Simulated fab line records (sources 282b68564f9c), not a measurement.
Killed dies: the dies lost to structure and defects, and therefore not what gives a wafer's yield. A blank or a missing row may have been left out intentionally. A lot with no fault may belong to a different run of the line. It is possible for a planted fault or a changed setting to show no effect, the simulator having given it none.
fab line records / flow ritCmos
[record] lots = 14 wafers = 40 lastDay = 7
route steps=202 shown CONTACT@168
lots that met no fault: taken from a fault-free run of the same line
startH: start of the lot's first displayed wafer, in hours after the record's first day / waitH: hours elapsed since this lot's preceding step / " unchanged from the row above / L1.1+2: a single row standing in for several wafers / - value missing, or start not given / * or withheld: withheld / < > ~ a bound
route shown NAME@n: a module of which the file shows steps, and the number in the route of the first / usual: mean/standard deviation of fault-free wafers / same: alike in all rows / chamber/n: place in a boat / sites: per-site readings / _std_site: standard deviation across them / _edge_site: outer sites' mean less inner sites' / radiusMm: for every site, how far away it sits from the centre of the wafer / mask NAME#n: copy n / behind: the tool/chamber that last shaped the wafer / hold: reason for holding the lot/hours on hold/outcome of the hold / device: the n, p or np transistor that did not switch / end of line: the route-end tests of the same wafers / for a step that has no rows: nothing shown but its recipe / killed: dies that structure and defects cost at the first sort, which is not the same as the wafer's yield / map: the dies of a wafer, with x for killed, . for not killed, _ for no die there
set.NAME: the setting that was run; set.NAME@STEP: the one run at that earlier step / model.NAME: the simulator's own value behind a step, which no gauge read
the route's steps for a sample of lots (tables are steps, rows are wafers)
services: the hour from which a tool's chamber was out of use, counted from the record's first day as startH (under 0 if before that day), plus the number of hours and why
[[steps]]
[step RIT_CONTACT_CVD_00]
[recipe] material = SiO2 targetThkNm = 400 precursor = TEOS tempC = 390 timeS = 62.96 rfW = 400
[usual] heaterPowerW = 380/61
lot.wafer=L529.4 tool=pecvd-01 chamber=1 startH=51.21 waitH=0.0 heaterPowerW=523
lot.wafer=L529.5 tool=pecvd-01 chamber=0 startH=51.21 waitH=0.0 heaterPowerW=362
lot.wafer=L529.6 tool=pecvd-01 chamber=2 startH=51.21 waitH=0.0 heaterPowerW=311
lot.wafer=L530.3 tool=pecvd-02 chamber=2 startH=57.86 waitH=0.1 heaterPowerW=368
lot.wafer=L530.5 tool=pecvd-02 chamber=2 startH=57.86 waitH=0.1 heaterPowerW=267
lot.wafer=L530.6 tool=pecvd-02 chamber=1 startH=57.86 waitH=0.1 heaterPowerW=340
lot.wafer=L531.2 tool=pecvd-03 chamber=0 startH=62.72 waitH=0.0 heaterPowerW=350
lot.wafer=L531.4 tool=pecvd-03 chamber=0 startH=62.72 waitH=0.0 heaterPowerW=367
lot.wafer=L531.5 tool=pecvd-03 chamber=1 startH=62.72 waitH=0.0 heaterPowerW=388
lot.wafer=L532.1 tool=pecvd-01 chamber=0 startH=67.57 waitH=0.1 heaterPowerW=295
lot.wafer=L532.2 tool=pecvd-01 chamber=1 startH=67.57 waitH=0.1 heaterPowerW=514
lot.wafer=L532.6 tool=pecvd-01 chamber=2 startH=67.57 waitH=0.1 heaterPowerW=406
lot.wafer=L534.3 tool=pecvd-03 chamber=1 startH=76.68 waitH=0.0 heaterPowerW=357
lot.wafer=L534.4 tool=pecvd-03 chamber=1 startH=76.68 waitH=0.0 heaterPowerW=363
lot.wafer=L534.5 tool=pecvd-03 chamber=2 startH=76.68 waitH=0.0 heaterPowerW=408
lot.wafer=L535.2 tool=pecvd-01 chamber=0 startH=80.20 waitH=0.0 heaterPowerW=381
lot.wafer=L535.3 tool=pecvd-01 chamber=2 startH=80.20 waitH=0.0 heaterPowerW=333
lot.wafer=L535.5 tool=pecvd-01 chamber=2 startH=80.20 waitH=0.0 heaterPowerW=352
lot.wafer=L536.2 tool=pecvd-02 chamber=1 startH=85.30 waitH=0.0 heaterPowerW=341
lot.wafer=L536.3 tool=pecvd-02 chamber=2 startH=85.30 waitH=0.0 heaterPowerW=274
lot.wafer=L536.6 tool=pecvd-02 chamber=2 startH=85.30 waitH=0.0 heaterPowerW=292
lot.wafer=L537.1 tool=pecvd-03 chamber=0 startH=91.83 waitH=0.1 heaterPowerW=375
lot.wafer=L537.2 tool=pecvd-03 chamber=1 startH=91.83 waitH=0.1 heaterPowerW=354
lot.wafer=L537.4 tool=pecvd-03 chamber=0 startH=91.83 waitH=0.1 heaterPowerW=386
lot.wafer=L541.2 tool=pecvd-01 chamber=0 startH=111.02 waitH=0.1 heaterPowerW=378
lot.wafer=L541.3 tool=pecvd-01 chamber=2 startH=111.02 waitH=0.1 heaterPowerW=412
lot.wafer=L541.6 tool=pecvd-01 chamber=2 startH=111.02 waitH=0.1 heaterPowerW=317
lot.wafer=L544.1 tool=pecvd-01 chamber=2 startH=130.26 waitH=0.1 heaterPowerW=341
lot.wafer=L544.3 tool=pecvd-01 chamber=1 startH=130.26 waitH=0.1 heaterPowerW=477
lot.wafer=L544.4 tool=pecvd-01 chamber=0 startH=130.26 waitH=0.1 heaterPowerW=364
lot.wafer=L546.1 tool=pecvd-01 chamber=2 startH=136.41 waitH=0.1 heaterPowerW=373
lot.wafer=L548.3 tool=pecvd-02 chamber=1 startH=150.08 waitH=0.0 heaterPowerW=350
lot.wafer=L548.5 tool=pecvd-02 chamber=2 startH=150.08 waitH=0.0 heaterPowerW=355
lot.wafer=L548.6 tool=pecvd-02 chamber=0 startH=150.08 waitH=0.0 heaterPowerW=425
lot.wafer=L550.1 tool=pecvd-03 chamber=0 startH=158.46 waitH=0.1 heaterPowerW=377
lot.wafer=L550.4 tool=pecvd-03 chamber=2 startH=158.46 waitH=0.1 heaterPowerW=364
lot.wafer=L550.6 tool=pecvd-03 chamber=0 startH=158.46 waitH=0.1 heaterPowerW=382
lot.wafer=L551.1 tool=pecvd-02 chamber=1 startH=160.29 waitH=0.1 heaterPowerW=328
lot.wafer=L551.2 tool=pecvd-02 chamber=0 startH=160.29 waitH=0.1 heaterPowerW=426
lot.wafer=L551.4 tool=pecvd-02 chamber=0 startH=160.29 waitH=0.1 heaterPowerW=433
[step RIT_CONTACT_THK_MEAS_01]
[recipe] reads = SiO2_of_CONTACT_CVD_00
[usual] CONTACT_TEOS_THK = 413/5.4
lot.wafer=L529.4 tool=filmMetro-04 chamber=- startH=51.27 waitH=0.0 hold=- CONTACT_TEOS_THK[nm]=420
lot.wafer=L529.5 tool=filmMetro-04 chamber=- startH=51.27 waitH=0.0 hold=- CONTACT_TEOS_THK[nm]=413
lot.wafer=L529.6 tool=filmMetro-04 chamber=- startH=51.27 waitH=0.0 hold=- CONTACT_TEOS_THK[nm]=419
lot.wafer=L530.3 tool=filmMetro-01 chamber=- startH=57.93 waitH=0.0 hold=- CONTACT_TEOS_THK[nm]=412
lot.wafer=L530.5 tool=filmMetro-01 chamber=- startH=57.93 waitH=0.0 hold=- CONTACT_TEOS_THK[nm]=415
lot.wafer=L530.6 tool=filmMetro-01 chamber=- startH=57.93 waitH=0.0 hold=- CONTACT_TEOS_THK[nm]=415
lot.wafer=L531.2 tool=filmMetro-02 chamber=- startH=62.78 waitH=0.0 hold=- CONTACT_TEOS_THK[nm]=399
lot.wafer=L531.4 tool=filmMetro-02 chamber=- startH=62.78 waitH=0.0 hold=- CONTACT_TEOS_THK[nm]=411
lot.wafer=L531.5 tool=filmMetro-02 chamber=- startH=62.78 waitH=0.0 hold=- CONTACT_TEOS_THK[nm]=414
lot.wafer=L532.1 tool=filmMetro-02 chamber=- startH=67.62 waitH=0.0 hold=- CONTACT_TEOS_THK[nm]=418
lot.wafer=L532.2 tool=filmMetro-02 chamber=- startH=67.62 waitH=0.0 hold=- CONTACT_TEOS_THK[nm]=420
lot.wafer=L532.6 tool=filmMetro-02 chamber=- startH=67.62 waitH=0.0 hold=- CONTACT_TEOS_THK[nm]=422
lot.wafer=L534.3 tool=filmMetro-04 chamber=- startH=76.75 waitH=0.0 hold=- CONTACT_TEOS_THK[nm]=410
lot.wafer=L534.4 tool=filmMetro-04 chamber=- startH=76.75 waitH=0.0 hold=- CONTACT_TEOS_THK[nm]=414
lot.wafer=L534.5 tool=filmMetro-04 chamber=- startH=76.75 waitH=0.0 hold=- CONTACT_TEOS_THK[nm]=414
lot.wafer=L535.2 tool=filmMetro-04 chamber=- startH=80.26 waitH=0.0 hold=- CONTACT_TEOS_THK[nm]=406
lot.wafer=L535.3 tool=filmMetro-04 chamber=- startH=80.26 waitH=0.0 hold=- CONTACT_TEOS_THK[nm]=406
lot.wafer=L535.5 tool=filmMetro-04 chamber=- startH=80.26 waitH=0.0 hold=- CONTACT_TEOS_THK[nm]=412
lot.wafer=L536.2 tool=filmMetro-02 chamber=- startH=85.36 waitH=0.0 hold=- CONTACT_TEOS_THK[nm]=406
lot.wafer=L536.3 tool=filmMetro-02 chamber=- startH=85.36 waitH=0.0 hold=- CONTACT_TEOS_THK[nm]=410
lot.wafer=L536.6 tool=filmMetro-02 chamber=- startH=85.36 waitH=0.0 hold=- CONTACT_TEOS_THK[nm]=416
lot.wafer=L537.1 tool=filmMetro-02 chamber=- startH=91.88 waitH=0.0 hold=- CONTACT_TEOS_THK[nm]=410
lot.wafer=L537.2 tool=filmMetro-02 chamber=- startH=91.88 waitH=0.0 hold=- CONTACT_TEOS_THK[nm]=406
lot.wafer=L537.4 tool=filmMetro-02 chamber=- startH=91.88 waitH=0.0 hold=- CONTACT_TEOS_THK[nm]=419
lot.wafer=L541.2 tool=filmMetro-04 chamber=- startH=111.08 waitH=0.0 hold=- CONTACT_TEOS_THK[nm]=410
lot.wafer=L541.3 tool=filmMetro-04 chamber=- startH=111.08 waitH=0.0 hold=- CONTACT_TEOS_THK[nm]=409
lot.wafer=L541.6 tool=filmMetro-04 chamber=- startH=111.08 waitH=0.0 hold=- CONTACT_TEOS_THK[nm]=415
lot.wafer=L544.1 tool=filmMetro-02 chamber=- startH=130.31 waitH=0.0 hold=awaitDispo/0.2h/release CONTACT_TEOS_THK[nm]=584
lot.wafer=L544.3 tool=filmMetro-02 chamber=- startH=130.31 waitH=0.0 hold=awaitDispo/0.2h/release CONTACT_TEOS_THK[nm]=415
lot.wafer=L544.4 tool=filmMetro-02 chamber=- startH=130.31 waitH=0.0 hold=awaitDispo/0.2h/release CONTACT_TEOS_THK[nm]=419
lot.wafer=L544.1 tool=filmMetro-02 chamber=- startH=130.54 waitH=0.2 hold=- CONTACT_TEOS_THK[nm]=583
lot.wafer=L544.3 tool=filmMetro-02 chamber=- startH=130.54 waitH=0.2 hold=- CONTACT_TEOS_THK[nm]=416
lot.wafer=L544.4 tool=filmMetro-02 chamber=- startH=130.54 waitH=0.2 hold=- CONTACT_TEOS_THK[nm]=419
lot.wafer=L546.1 tool=filmMetro-04 chamber=- startH=136.46 waitH=0.0 hold=awaitDispo/0.2h/release CONTACT_TEOS_THK[nm]=571
lot.wafer=L546.1 tool=filmMetro-04 chamber=- startH=136.68 waitH=0.2 hold=- CONTACT_TEOS_THK[nm]=570
lot.wafer=L548.3 tool=filmMetro-04 chamber=- startH=150.15 waitH=0.0 hold=- CONTACT_TEOS_THK[nm]=406
lot.wafer=L548.5 tool=filmMetro-04 chamber=- startH=150.15 waitH=0.0 hold=- CONTACT_TEOS_THK[nm]=416
lot.wafer=L548.6 tool=filmMetro-04 chamber=- startH=150.15 waitH=0.0 hold=- CONTACT_TEOS_THK[nm]=418
lot.wafer=L550.1 tool=filmMetro-01 chamber=- startH=158.51 waitH=0.0 hold=- CONTACT_TEOS_THK[nm]=412
lot.wafer=L550.4 tool=filmMetro-01 chamber=- startH=158.51 waitH=0.0 hold=- CONTACT_TEOS_THK[nm]=422
lot.wafer=L550.6 tool=filmMetro-01 chamber=- startH=158.51 waitH=0.0 hold=- CONTACT_TEOS_THK[nm]=422
lot.wafer=L551.1 tool=filmMetro-01 chamber=- startH=160.34 waitH=0.0 hold=- CONTACT_TEOS_THK[nm]=409
lot.wafer=L551.2 tool=filmMetro-01 chamber=- startH=160.34 waitH=0.0 hold=- CONTACT_TEOS_THK[nm]=414
lot.wafer=L551.4 tool=filmMetro-01 chamber=- startH=160.34 waitH=0.0 hold=- CONTACT_TEOS_THK[nm]=418
[[services]]
tool=pecvd-02 chamber=0 startH=50.70 hours=9.6 kind=repair
tool=pecvd-02 chamber=- startH=108.68 hours=2.8 kind=pm
tool=pecvd-02 chamber=- startH=123.35 hours=1.2 kind=repair
tool=pecvd-03 chamber=- startH=126.53 hours=14.6 kind=pm
tool=pecvd-02 chamber=2 startH=138.91 hours=5.6 kind=repair
[[key]]
[firstSign] step = RIT_CONTACT_THK_MEAS_01 reading = visit direction = added
[effect] step = RIT_CONTACT_THK_MEAS_01 reading = CONTACT_TEOS_THK direction = up sigmas = 30 usual = 413 struck = 577
metAt RIT_CONTACT_CVD_00
struckLots L544,L546
struckWafers L544.1,L546.1
laterRowsLeftOut L544.1,L546.1
sortLeftOut L544.1,L546.1
testerLeftOut L544,L546
onsetBetween 111.02 130.26
[earlierFault] kind = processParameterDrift tool = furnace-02 chamber = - onsetH = 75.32 steps = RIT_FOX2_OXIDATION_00 channel = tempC offset = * shape = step endH = 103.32 actsIn = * stated = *
[fault] kind = processParameterDrift tool = pecvd-01 chamber = 2 onsetH = 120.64 steps = RIT_CONTACT_CVD_00 channel = targetThkNm offset = 166.26 shape = step endH = 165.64 stated = 400
// testerLeftOut: of these lots the tester's yield and bins aren't shown, on N5 and GAA mostly nor the transistor test; their killed dies are dies lost to structure and defects alone, not to doping, threshold or leakage, so they don't give the yield
// sortLeftOut: the simulated sort isn't trusted on such a fault, so these wafers' sort isn't shown, and their yield isn't known
// laterRowsLeftOut: the simulator's readings of these wafers behind a module that went badly wrong aren't trusted and aren't shown, but for the sort
